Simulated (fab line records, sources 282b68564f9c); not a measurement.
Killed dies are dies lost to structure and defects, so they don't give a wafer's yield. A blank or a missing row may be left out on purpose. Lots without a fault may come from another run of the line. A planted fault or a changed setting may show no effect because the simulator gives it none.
Which tool did it? | flow rit_cmos | 13 lots, 39 wafers sampled, at 2 steps of a route of 202

WHAT THE GAUGES READ, wafer by wafer
The record holds no reading of a measuring or inspecting step that can be judged against a usual standard deviation.

WHICH TOOL RAN EACH LOT (tool, then ch and the chambers of the sampled wafers, then the start)
lot  | RIT_NSD_COAT_01                  | RIT_M1_PROBE_99
L295 | litho_track-03 ch 0, day 3 14:49 | -
L297 | litho_track-02 ch 0, day 3 20:30 | -
L296 | litho_track-03 ch 0, day 3 20:56 | prober-01, day 4 08:47
L298 | litho_track-01 ch 0, day 4 02:39 | -
L301 | litho_track-01 ch 0, day 4 15:43 | -
L303 | litho_track-01 ch 0, day 4 18:49 | prober-02, day 5 06:28
L304 | litho_track-02 ch 0, day 5 02:08 | prober-02, day 5 13:26
L308 | litho_track-03 ch 0, day 5 16:58 | prober-02, day 6 03:40
L310 | litho_track-02 ch 0, day 6 03:03 | -
L312 | litho_track-02 ch 0, day 6 10:49 | -
L313 | litho_track-03 ch 0, day 6 17:56 | prober-01, day 7 05:22
L314 | litho_track-03 ch 0, day 6 21:46 | -
L318 | litho_track-03 ch 0, day 7 21:20 | prober-02, day 8 08:19
- RIT_NSD_COAT_01: resist thk 1000 nm.
- RIT_M1_PROBE_99

WHAT THE TOOLS THEMSELVES READ (means of the sampled wafers that have a number; where no wafer has one, the mark that the record gives instead)
RIT_NSD_COAT_01.
lot  | tool           | spin_speed_rpm (rpm)
L295 | litho_track-03 | 3250.7
L297 | litho_track-02 | 3250.0
L296 | litho_track-03 | 3248.6
L298 | litho_track-01 | 3250.4
L301 | litho_track-01 | 3016.5
L303 | litho_track-01 | 3018.0
L304 | litho_track-02 | 3249.3
L308 | litho_track-03 | 3251.1
L310 | litho_track-02 | 3251.1
L312 | litho_track-02 | 3248.4
L313 | litho_track-03 | 3247.9
L314 | litho_track-03 | 3252.6
L318 | litho_track-03 | 3251.7

RIT_M1_PROBE_99.
lot  | tool      | killed_at_contacts | killed_at_front_end | killed_dies | killed_open | killed_short
L296 | prober-01 | 0.0                | 9                   | 9           | 5.3         | 3.3
L303 | prober-02 | 0.0                | 6                   | 6           | 2.3         | 4.0
L304 | prober-02 | 0.0                | 5                   | 5           | 2.7         | 2.3
L308 | prober-02 | 0.0                | 6                   | 6           | 2.7         | 3.0
L313 | prober-01 | 0.0                | 9                   | 9           | 5.0         | 3.7
L318 | prober-02 | 0.0                | 3                   | 3           | 1.0         | 2.3

THE ANSWER, worked out from the rows above alone
Rule: what is usual is taken from the lots themselves. Put in order of their means at a reading, lots are off if they are a third of the lots or fewer, leave a main group of 4 or more, and stand apart from it by a gap of 3 or more times the standard deviation of the main group's means; of several such gaps the widest counts. A main group whose means are all the same, to the digits that the tables above print for the reading, isn't used. A lot without any number at a reading at which 4 lots or more have one is off too. The other lots that the step has rows for count as sound. The gauges are gone through in route order, then the tools' own readings, and for those a lot's mean is taken as printed above. The first step at which some lot is off is used, and at that step the reading that is off furthest; a lot without a number counts as furthest.
Off: L301, L303, at RIT_NSD_COAT_01 (spin_speed_rpm). The main group: mean 3250.2 rpm, standard deviation 1.4.
A tool fits if, at that step or a process step before it, it ran every lot that is off, and no sound lot after the first of them. One fits: litho_track-01 at RIT_NSD_COAT_01. Its last sound lot is L298 (day 4 02:39), its first lot that is off L301 (day 4 15:43): a fault that began between those two fits.
The tool's own readings at RIT_NSD_COAT_01 bear it out: on the lots that are off they differ by more than 5 times the standard deviation of the sound lots' means. spin_speed_rpm reads 3017.2 rpm there against 3250.2 rpm on the sound lots.

WHAT THE SIMULATOR HAD PUT IN
Process parameter drift: litho_track-01, from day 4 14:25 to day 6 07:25, at RIT_NSD_COAT_01. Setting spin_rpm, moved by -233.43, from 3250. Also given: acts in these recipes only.
Lots struck among those shown: L301, L303. The rule above found the same.
